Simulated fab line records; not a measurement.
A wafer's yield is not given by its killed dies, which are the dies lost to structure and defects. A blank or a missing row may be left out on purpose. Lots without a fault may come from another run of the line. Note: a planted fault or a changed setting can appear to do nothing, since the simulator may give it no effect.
A struck lot beside a sound one | flow berkeleyCmos170 | 44 steps out of a route of 331
Sound: wafers L150.1, L150.4, L150.6. Wafers struck: L159.1, L159.2, L159.3. The cause is given at the end.
Per side, at each step with rows, come the tool, then ch with its chambers, and then its first start. Under that, the readings that differ: sound wafers | struck wafers | difference of the means | sigmas: that difference in standard deviations of wafers without a fault.
alike: readings whose means differ by less than 2 such deviations, and words and numbers that are the same on both sides. not compared: withheld readings, readings that some wafer has no value for, bounds like >300 that may hide the same value, and numbers for which the record gives no deviation and whose values overlap.
A row with sigmas, a row that says differs or no value, or rows on one side alone: a step with any of these is where the two part. When numbers do not overlap yet have no deviation, they are printed without sigmas and do not part them. A reading missing from all wafers of one side parts the sides only when that side holds two or more wafers.

first, 1 step without rows for these wafers: UCB170_PLDD_STRIP_10 (strips in O2).
UCB170_PLDD_TW_MEAS_11:
  sound on filmMetro-02, day 8 09:31; struck on filmMetro-02, day 10 05:40
  alike: PLDD_TW
then, 7 steps without rows for these wafers: UCB170_PLDD_CLEAN_12 (cleans in SPM, time 600 s); UCB170_NLDD_HMDS_00 (prime time 60 s); UCB170_NLDD_COAT_01 (resist thk 900 nm); UCB170_NLDD_SOFTBAKE_02 (time 60 s); UCB170_NLDD_EXPOSE_03 (exposes mask NSELECT, target cd 1200 nm); UCB170_NLDD_PEB_04; UCB170_NLDD_DEVELOP_05 (develop time 45 s).
UCB170_NLDD_CD_MEAS_06: the cd target is 1200 nm.
  sound on cdSem-02, day 8 10:54; struck on cdSem-02, day 10 07:50
  alike: cdNm
UCB170_NLDD_OVL_MEAS_07:
  sound on overlay-01, day 8 11:01; struck on overlay-02, day 10 07:57
  alike: NLDD_OVL
after that, 1 step had no rows for these wafers: UCB170_NLDD_IMPLANT_08.
UCB170_NLDD_IMPLANT_09:
  sound on implanter-04 ch 0, day 8 11:13; struck on implanter-04 ch 0, day 10 08:08
reading          | sound                        | struck                        | difference | sigmas
doseIonsCm2      | 4.99e+13 4.995e+13 4.996e+13 | 4.401e+13 4.399e+13 4.402e+13 | -5.930e+12 | -99 or more
faradayCurrentUA | 162.4 160.1 157.4            | 143.0 138.4 136.3             | -20.7      | -7
UCB170_NLDD_STRIP_10: strips in O2.
  sound on plasmaAsher-04 ch 0,1, day 8 11:22; struck on plasmaAsher-03 ch 0,1, day 10 08:17
  alike: chamberPressureMTorr, drypumpMotorCurrentA, oesProductAu, stripTimeToEndpointS
  not compared: rfHoursCounterH
UCB170_NLDD_TW_MEAS_11:
  sound on filmMetro-02, day 8 11:28; struck on filmMetro-03, day 10 08:23
reading | sound          | struck         | difference | sigmas
NLDD_TW | 2190 2196 2202 | 2140 2135 2145 | -56        | -3
then, 1 step without rows for these wafers: UCB170_NLDD_CLEAN_12 (cleans in SPM, time 600 s).
UCB170_SPACER_CVD_00: deposits SiO2 from TEOS/O2, target thk 376 nm, time 47 s.
  sound on pecvd-04 ch 0,2, day 8 14:04; struck on pecvd-04 ch 0,1,2, day 10 08:38
  alike: heaterPowerW
UCB170_SPACER_THK_MEAS_01:
  sound on filmMetro-02, day 8 14:06; struck on filmMetro-01, day 10 08:41
  alike: SPACER_TEOS_THK
then, 1 step without rows for these wafers: UCB170_SPACER_ANNEAL_02 (time 1800 s).
UCB170_SPACER_ETCHBACK_03: etches SiO2 in CHF3/CF4/Ar, stops on Si, target depth 376 nm, time 100 s.
  sound on rieDiel-02 ch 0,2,3, day 8 18:35; struck on rieDiel-02 ch 0,2,3, day 10 13:01
  alike: chamberPressureMTorr, drypumpMotorCurrentA, oesProductAu, throttleValvePct
  not compared: rfHoursCounterH
then, 6 steps without rows for these wafers: UCB170_PSD_HMDS_00 (prime time 60 s); UCB170_PSD_COAT_01 (resist thk 900 nm); UCB170_PSD_SOFTBAKE_02 (time 60 s); UCB170_PSD_EXPOSE_03 (exposes mask PSELECT MOD, target cd 1200 nm); UCB170_PSD_PEB_04; UCB170_PSD_DEVELOP_05 (develop time 45 s).
UCB170_PSD_CD_MEAS_06: the cd target is 1200 nm.
  sound on cdSem-02, day 8 20:19; struck on cdSem-02, day 10 14:35
  alike: cdNm
UCB170_PSD_OVL_MEAS_07:
  sound on overlay-01, day 8 20:26; struck on overlay-01, day 10 14:42
  alike: PSD_OVL
after that, 1 step had no rows for these wafers: UCB170_PSD_IMPLANT_08.
UCB170_PSD_STRIP_09: strips in O2.
  sound on plasmaAsher-03 ch 0,1, day 8 20:37; struck on plasmaAsher-01 ch 0,1, day 10 14:53
reading             | sound             | struck            | difference | sigmas
oesProductAu (a.u.) | 0.609 0.608 0.601 | 0.595 0.595 0.594 | -0.011     | -2
  alike: chamberPressureMTorr, drypumpMotorCurrentA, stripTimeToEndpointS
  not compared: rfHoursCounterH
UCB170_PSD_TW_MEAS_10:
  sound on filmMetro-03, day 8 20:43; struck on filmMetro-02, day 10 14:59
  alike: PSD_TW
then, 7 steps without rows for these wafers: UCB170_PSD_CLEAN_11 (cleans in SPM, time 600 s); UCB170_NSD_HMDS_00 (prime time 60 s); UCB170_NSD_COAT_01 (resist thk 900 nm); UCB170_NSD_SOFTBAKE_02 (time 60 s); UCB170_NSD_EXPOSE_03 (exposes mask NSELECT MOD, target cd 1200 nm); UCB170_NSD_PEB_04; UCB170_NSD_DEVELOP_05 (develop time 45 s).
UCB170_NSD_CD_MEAS_06: the cd target is 1200 nm.
  sound on cdSem-02, day 8 23:27; struck on cdSem-01, day 10 16:38
reading   | sound                | struck               | difference | sigmas
cdNm (nm) | 1198.0 1199.6 1200.5 | 1202.1 1203.3 1202.7 | +3.3       | +2
UCB170_NSD_OVL_MEAS_07:
  sound on overlay-01, day 8 23:34; struck on overlay-01, day 10 16:46
  alike: NSD_OVL
after that, 1 step had no rows for these wafers: UCB170_NSD_IMPLANT_08.
UCB170_NSD_STRIP_09: strips in O2.
  sound on plasmaAsher-04 ch 0,1, day 8 23:46; struck on plasmaAsher-02 ch 0,1, day 10 16:56
  alike: chamberPressureMTorr, drypumpMotorCurrentA, oesProductAu, stripTimeToEndpointS
  not compared: rfHoursCounterH
UCB170_SDANNEAL_RS_MEAS_05: measurement is done with a four-point probe.
  sound on filmMetro-04, day 9 01:26; struck on filmMetro-02, day 10 18:51
reading          | sound             | struck            | difference | sigmas
NLDD_RS (ohm/sq) | 617.2 618.3 618.6 | 645.4 642.0 644.0 | +25.8      | +21
UCB170_M3_PROBE_99:
  sound on prober-02, day 10 03:47; struck on prober-02, day 11 18:19
reading                    | sound             | struck          | difference | sigmas
model.etest.nldd.lineOhmUm | 1198 1215 1221    | 1299 1286 1309  | +87        | 
model.etest.nldd.rsOhmSq   | 790.7 782.5 781.9 | 814 795.1 807.3 | +20        | 

WHERE THEY PART
First at UCB170_NLDD_IMPLANT_09; last, within this record, at UCB170_SDANNEAL_RS_MEAS_05.

WHY: what the simulator had put in
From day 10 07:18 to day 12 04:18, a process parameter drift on implanter-04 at UCB170_NLDD_IMPLANT_09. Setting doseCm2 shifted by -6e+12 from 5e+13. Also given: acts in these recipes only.
